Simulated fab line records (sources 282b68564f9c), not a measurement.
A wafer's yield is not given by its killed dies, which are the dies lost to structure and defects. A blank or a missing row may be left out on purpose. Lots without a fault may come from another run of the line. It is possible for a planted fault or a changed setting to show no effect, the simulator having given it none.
Split-lot trial || flow rit_cmos || 23 wafers read across 5 lots, on a route 202 steps long

## THE SPLIT ITSELF
At RIT_NRETRO_COAT_01 (resist thk 1300 nm), the setting resist_thk_nm was moved away from the recipe's 1300 nm on 7 of the 23 wafers read, by -5.4% to +5.2%. All remaining wafers had this setting at the recipe value.

## FROM THE SPLIT TO THE READING: what the file shows between them, 3 steps
- RIT_NRETRO_SOFTBAKE_02: time 60 s
- RIT_NRETRO_EXPOSE_03: exposes mask M4, target cd 43900 nm
- RIT_NRETRO_DEVELOP_05: develop time 68 s

## THE READING
NOVOLAK_of_NRETRO_COAT_01.thk_nm (the simulator's own value, which no gauge read), in nm, at RIT_NRETRO_HARDBAKE_07 (time 120 s). The file does not state a usual value for it. Across the 16 wafers here that went through the recipe, the average is 1138 nm and the standard deviation 3.1 nm.

{"wafer": "L078.2", "tool, chamber at the split": "litho_track-02, 0", "resist_thk_nm as run, nm": 1368, "against the recipe": "+5.2%", "NOVOLAK_of_NRETRO_COAT_01.thk_nm, nm": 1200, "against lot-mates on the recipe": "+59"}
{"wafer": "L078.3", "tool, chamber at the split": "litho_track-02, 0", "resist_thk_nm as run, nm": 1300, "against the recipe": "recipe", "NOVOLAK_of_NRETRO_COAT_01.thk_nm, nm": 1143, "against lot-mates on the recipe": "-"}
{"wafer": "L078.4", "tool, chamber at the split": "litho_track-02, 0", "resist_thk_nm as run, nm": 1300, "against the recipe": "recipe", "NOVOLAK_of_NRETRO_COAT_01.thk_nm, nm": 1140, "against lot-mates on the recipe": "-"}
{"wafer": "L078.6", "tool, chamber at the split": "litho_track-02, 0", "resist_thk_nm as run, nm": 1300, "against the recipe": "recipe", "NOVOLAK_of_NRETRO_COAT_01.thk_nm, nm": 1140, "against lot-mates on the recipe": "-"}
{"wafer": "L078.5", "tool, chamber at the split": "litho_track-02, 0", "resist_thk_nm as run, nm": 1368, "against the recipe": "+5.2%", "NOVOLAK_of_NRETRO_COAT_01.thk_nm, nm": 1197, "against lot-mates on the recipe": "+56"}
{"wafer": "L080.2", "tool, chamber at the split": "litho_track-01, 0", "resist_thk_nm as run, nm": 1300, "against the recipe": "recipe", "NOVOLAK_of_NRETRO_COAT_01.thk_nm, nm": 1142, "against lot-mates on the recipe": "-"}
{"wafer": "L080.4", "tool, chamber at the split": "litho_track-01, 0", "resist_thk_nm as run, nm": 1300, "against the recipe": "recipe", "NOVOLAK_of_NRETRO_COAT_01.thk_nm, nm": 1142, "against lot-mates on the recipe": "-"}
{"wafer": "L080.6", "tool, chamber at the split": "litho_track-01, 0", "resist_thk_nm as run, nm": 1300, "against the recipe": "recipe", "NOVOLAK_of_NRETRO_COAT_01.thk_nm, nm": 1140, "against lot-mates on the recipe": "-"}
{"wafer": "L082.1", "tool, chamber at the split": "litho_track-03, 0", "resist_thk_nm as run, nm": 1300, "against the recipe": "recipe", "NOVOLAK_of_NRETRO_COAT_01.thk_nm, nm": 1135, "against lot-mates on the recipe": "-"}
{"wafer": "L082.4", "tool, chamber at the split": "litho_track-03, 0", "resist_thk_nm as run, nm": 1300, "against the recipe": "recipe", "NOVOLAK_of_NRETRO_COAT_01.thk_nm, nm": 1135, "against lot-mates on the recipe": "-"}
{"wafer": "L082.2", "tool, chamber at the split": "litho_track-03, 0", "resist_thk_nm as run, nm": 1300, "against the recipe": "recipe", "NOVOLAK_of_NRETRO_COAT_01.thk_nm, nm": 1138, "against lot-mates on the recipe": "-"}
{"wafer": "L082.5", "tool, chamber at the split": "litho_track-03, 0", "resist_thk_nm as run, nm": 1300, "against the recipe": "recipe", "NOVOLAK_of_NRETRO_COAT_01.thk_nm, nm": 1138, "against lot-mates on the recipe": "-"}
{"wafer": "L082.3", "tool, chamber at the split": "litho_track-03, 0", "resist_thk_nm as run, nm": 1300, "against the recipe": "recipe", "NOVOLAK_of_NRETRO_COAT_01.thk_nm, nm": 1136, "against lot-mates on the recipe": "-"}
{"wafer": "L083.1", "tool, chamber at the split": "litho_track-01, 0", "resist_thk_nm as run, nm": 1230, "against the recipe": "-5.4%", "NOVOLAK_of_NRETRO_COAT_01.thk_nm, nm": 1074, "against lot-mates on the recipe": -64}
{"wafer": "L083.2", "tool, chamber at the split": "litho_track-01, 0", "resist_thk_nm as run, nm": 1300, "against the recipe": "recipe", "NOVOLAK_of_NRETRO_COAT_01.thk_nm, nm": 1138, "against lot-mates on the recipe": "-"}
{"wafer": "L083.3", "tool, chamber at the split": "litho_track-01, 0", "resist_thk_nm as run, nm": 1230, "against the recipe": "-5.4%", "NOVOLAK_of_NRETRO_COAT_01.thk_nm, nm": 1078, "against lot-mates on the recipe": -60}
{"wafer": "L083.4", "tool, chamber at the split": "litho_track-01, 0", "resist_thk_nm as run, nm": 1230, "against the recipe": "-5.4%", "NOVOLAK_of_NRETRO_COAT_01.thk_nm, nm": 1076, "against lot-mates on the recipe": -62}
{"wafer": "L083.6", "tool, chamber at the split": "litho_track-01, 0", "resist_thk_nm as run, nm": 1300, "against the recipe": "recipe", "NOVOLAK_of_NRETRO_COAT_01.thk_nm, nm": 1139, "against lot-mates on the recipe": "-"}
{"wafer": "L084.2", "tool, chamber at the split": "litho_track-01, 0", "resist_thk_nm as run, nm": 1300, "against the recipe": "recipe", "NOVOLAK_of_NRETRO_COAT_01.thk_nm, nm": 1132, "against lot-mates on the recipe": "-"}
{"wafer": "L084.3", "tool, chamber at the split": "litho_track-01, 0", "resist_thk_nm as run, nm": 1278, "against the recipe": "-1.7%", "NOVOLAK_of_NRETRO_COAT_01.thk_nm, nm": 1114, "against lot-mates on the recipe": -20}
{"wafer": "L084.4", "tool, chamber at the split": "litho_track-01, 0", "resist_thk_nm as run, nm": 1278, "against the recipe": "-1.7%", "NOVOLAK_of_NRETRO_COAT_01.thk_nm, nm": 1114, "against lot-mates on the recipe": -20}
{"wafer": "L084.5", "tool, chamber at the split": "litho_track-01, 0", "resist_thk_nm as run, nm": 1300, "against the recipe": "recipe", "NOVOLAK_of_NRETRO_COAT_01.thk_nm, nm": 1136, "against lot-mates on the recipe": "-"}
{"wafer": "L084.6", "tool, chamber at the split": "litho_track-01, 0", "resist_thk_nm as run, nm": 1300, "against the recipe": "recipe", "NOVOLAK_of_NRETRO_COAT_01.thk_nm, nm": 1133, "against lot-mates on the recipe": "-"}

THE FIT
A straight line over all 23 wafers: NOVOLAK_of_NRETRO_COAT_01.thk_nm changes by +11.6 nm for each +1% of resist_thk_nm; r = +0.99; the points scatter about the line by 3.1 nm.
The same after taking each lot's own level away (the mean of its wafers on the recipe; 23 wafers): +11.4 nm for each +1%; r = +1.00; scatter 1.5 nm.
On that fit, the largest move of resist_thk_nm shifts the reading by 61 nm.
The span of the lots' own levels, 1133.7 to 1141.3 nm, comes to 2.4 times the standard deviation stated above.
The two slopes agree, so the slope changes little with the lot-to-lot level.
Check: with one of the wafers moved furthest among these (-5.4%) left out of the fit, the line predicts -60.7 nm for it against its lot-mates. It came out at -64.5 nm against them.

## OTHER SPLITS ON THESE WAFERS
Before the reading, these wafers also passed through other splits. Each is held against what the fit with the lots' levels taken away leaves over:
{"other split on the same wafers": "RIT_ACTIVE_COAT_06 spin_rpm", "wafers away from the commonest value": 4, "r with NOVOLAK_of_NRETRO_COAT_01.thk_nm (lot level and that fit taken away)": "+0.24"}
{"other split on the same wafers": "RIT_FOX2_OXIDATION_00 temp_c", "wafers away from the commonest value": 15, "r with NOVOLAK_of_NRETRO_COAT_01.thk_nm (lot level and that fit taken away)": -0.14}
{"other split on the same wafers": "RIT_NWELL_COAT_01 resist_thk_nm", "wafers away from the commonest value": 5, "r with NOVOLAK_of_NRETRO_COAT_01.thk_nm (lot level and that fit taken away)": -0.02}
{"other split on the same wafers": "RIT_NWELL_IMPLANT_08 dose_cm2", "wafers away from the commonest value": 8, "r with NOVOLAK_of_NRETRO_COAT_01.thk_nm (lot level and that fit taken away)": "+0.24"}
{"other split on the same wafers": "RIT_PWELL_COAT_01 spin_rpm", "wafers away from the commonest value": 9, "r with NOVOLAK_of_NRETRO_COAT_01.thk_nm (lot level and that fit taken away)": -0.03}

## THE WHOLE CHAIN: every reading that the file lists as answering this split, in the file's order
{"step": "RIT_NRETRO_COAT_01", "what it does": "resist thk 1300 nm", "reading": "NOVOLAK_of_NRETRO_COAT_01.thk_nm (the simulator's own value, which no gauge read)", "change (the file's fit)": "+13.1 nm for each +1% of the setting", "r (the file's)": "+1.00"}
{"step": "RIT_NRETRO_HARDBAKE_07", "what it does": "time 120 s", "reading": "NOVOLAK_of_NRETRO_COAT_01.thk_nm (the simulator's own value, which no gauge read)", "change (the file's fit)": "+11.3 nm for each +1% of the setting", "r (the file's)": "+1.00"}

## THE FILE'S OWN FIT
NOVOLAK_of_NRETRO_COAT_01.thk_nm changes by +11.3 nm for each +1% of resist_thk_nm, r = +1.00.
